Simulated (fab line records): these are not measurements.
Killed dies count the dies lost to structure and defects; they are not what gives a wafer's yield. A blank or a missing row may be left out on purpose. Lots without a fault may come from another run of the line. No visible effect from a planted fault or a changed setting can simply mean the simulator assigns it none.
What tool caused it? :: flow rit-cmos :: 45 wafers from 15 lots sampled at 2 of the route's 202 steps

WHAT THE GAUGES SHOWED, per wafer
RIT_NWELL_OVL_MEAS_06.
lot: L345
measured: day 1 20:37
on: overlay-02
NWELL_OVL (nm): 3.2 2.5 0.5

lot: L346
measured: day 2 01:37
on: overlay-01
NWELL_OVL (nm): 3.3 2.0 2.6

lot: L347
measured: day 2 07:10
on: overlay-01
NWELL_OVL (nm): 1.8 2.8 -0.4

lot: L348
measured: day 2 12:39
on: overlay-02
NWELL_OVL (nm): 1.3 1.1 1.2

lot: L349
measured: day 2 16:35
on: overlay-02
NWELL_OVL (nm): 1.1 -0.5 -0.4

lot: L350
measured: day 2 21:23
on: overlay-02
NWELL_OVL (nm): -0.7 1.9 0.8

lot: L351
measured: day 3 02:16
on: overlay-02
NWELL_OVL (nm): 2.2 2.3 2.4

lot: L354
measured: day 3 18:14
on: overlay-02
NWELL_OVL (nm): -301.1 -302.0 -301.0

lot: L355
measured: day 3 22:11
on: overlay-01
NWELL_OVL (nm): -299.7 -297.4 -299.5

lot: L359
measured: day 4 18:40
on: overlay-01
NWELL_OVL (nm): -298.5 -298.5 -297.7

lot: L360
measured: day 4 23:49
on: overlay-01
NWELL_OVL (nm): 0.9 1.6 1.4

lot: L361
measured: day 5 05:02
on: overlay-01
NWELL_OVL (nm): -1.1 -0.9 -0.2

lot: L365
measured: day 6 01:23
on: overlay-02
NWELL_OVL (nm): 0.8 0.9 2.5

lot: L366
measured: day 6 06:04
on: overlay-01
NWELL_OVL (nm): 0.4 -1.1 1.6

lot: L368
measured: day 6 16:49
on: overlay-01
NWELL_OVL (nm): 0.4 -0.3 0.9

TOOL THAT RAN EACH LOT (tool first, then ch and the chambers of the sampled wafers, then the start)
lot: L345
RIT_NWELL_EXPOSE_03: iline-stepper-02 ch 0, day 1 20:12

lot: L346
RIT_NWELL_EXPOSE_03: iline-stepper-01 ch 0, day 2 01:14

lot: L347
RIT_NWELL_EXPOSE_03: iline-stepper-01 ch 0, day 2 06:44

lot: L348
RIT_NWELL_EXPOSE_03: iline-stepper-02 ch 0, day 2 12:14

lot: L349
RIT_NWELL_EXPOSE_03: iline-stepper-02 ch 0, day 2 16:10

lot: L350
RIT_NWELL_EXPOSE_03: iline-stepper-01 ch 0, day 2 20:55

lot: L351
RIT_NWELL_EXPOSE_03: iline-stepper-01 ch 0, day 3 01:50

lot: L354
RIT_NWELL_EXPOSE_03: iline-stepper-01 ch 0, day 3 17:45

lot: L355
RIT_NWELL_EXPOSE_03: iline-stepper-01 ch 0, day 3 21:45

lot: L359
RIT_NWELL_EXPOSE_03: iline-stepper-01 ch 0, day 4 18:15

lot: L360
RIT_NWELL_EXPOSE_03: iline-stepper-02 ch 0, day 4 23:24

lot: L361
RIT_NWELL_EXPOSE_03: iline-stepper-02 ch 0, day 5 04:37

lot: L365
RIT_NWELL_EXPOSE_03: iline-stepper-02 ch 0, day 6 00:58

lot: L366
RIT_NWELL_EXPOSE_03: iline-stepper-02 ch 0, day 6 05:40

lot: L368
RIT_NWELL_EXPOSE_03: iline-stepper-02 ch 0, day 6 16:23
- RIT_NWELL_EXPOSE_03: exposes mask M2, target cd 43900 nm.

WHAT THE TOOLS THEMSELVES READ (means of the sampled wafers that have a number; where no wafer has one, the mark that the record gives instead)
RIT_NWELL_EXPOSE_03.
lot: L345
tool: iline-stepper-02
focus-offset-nm (nm): 0.4

lot: L346
tool: iline-stepper-01
focus-offset-nm (nm): 0.5

lot: L347
tool: iline-stepper-01
focus-offset-nm (nm): 0.3

lot: L348
tool: iline-stepper-02
focus-offset-nm (nm): -0.3

lot: L349
tool: iline-stepper-02
focus-offset-nm (nm): 0.1

lot: L350
tool: iline-stepper-01
focus-offset-nm (nm): 1.1

lot: L351
tool: iline-stepper-01
focus-offset-nm (nm): -0.6

lot: L354
tool: iline-stepper-01
focus-offset-nm (nm): 0.1

lot: L355
tool: iline-stepper-01
focus-offset-nm (nm): 0.3

lot: L359
tool: iline-stepper-01
focus-offset-nm (nm): 0.1

lot: L360
tool: iline-stepper-02
focus-offset-nm (nm): 0.1

lot: L361
tool: iline-stepper-02
focus-offset-nm (nm): -0.3

lot: L365
tool: iline-stepper-02
focus-offset-nm (nm): 0.4

lot: L366
tool: iline-stepper-02
focus-offset-nm (nm): 0.6

lot: L368
tool: iline-stepper-02
focus-offset-nm (nm): 0.2

THE ANSWER, worked out from the rows above alone
Rule: what is usual is taken from the lots themselves. The widest of any qualifying gaps counts: lots, ordered by their means at a reading, are off when they make up no more than a third of the lots, leave a main group of 4 or more, and stand apart from it by 3 or more times the standard deviation of that group's means. If all means in a main group match to the digits the tables above print for the reading, that group is not used. A lot without any number at a reading at which 4 lots or more have one is off too. All remaining lots with rows at the step are treated as sound. After the gauges, taken in route order, come the tools' own readings; for these a lot's mean is taken, as printed above. The first step at which some lot is off is used, and at that step the reading that is off furthest; a lot without a number counts as furthest.
Off: L354, L355, L359, seen at RIT_NWELL_OVL_MEAS_06 (NWELL_OVL). Mean 1.1 nm and standard deviation 0.95 in the main group.
If a tool, at a process step before that reading, ran all the lots that are off and no sound lot after the first of them, it fits. The gauges at RIT_NWELL_OVL_MEAS_06 are tried like those tools. One fits: RIT_NWELL_EXPOSE_03 on iline-stepper-01. Its last sound lot is L351 (day 3 01:50), its first lot that is off L354 (day 3 17:45): a fault that began between those two fits.

WHAT HAD BEEN PUT IN BY THE SIMULATOR
Scanner matching overlay: iline-stepper-01, from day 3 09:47 on, at RIT_NWELL_EXPOSE_03. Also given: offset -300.
Struck lots among those shown: L354, L355, L359. This agrees with what the rule above found.
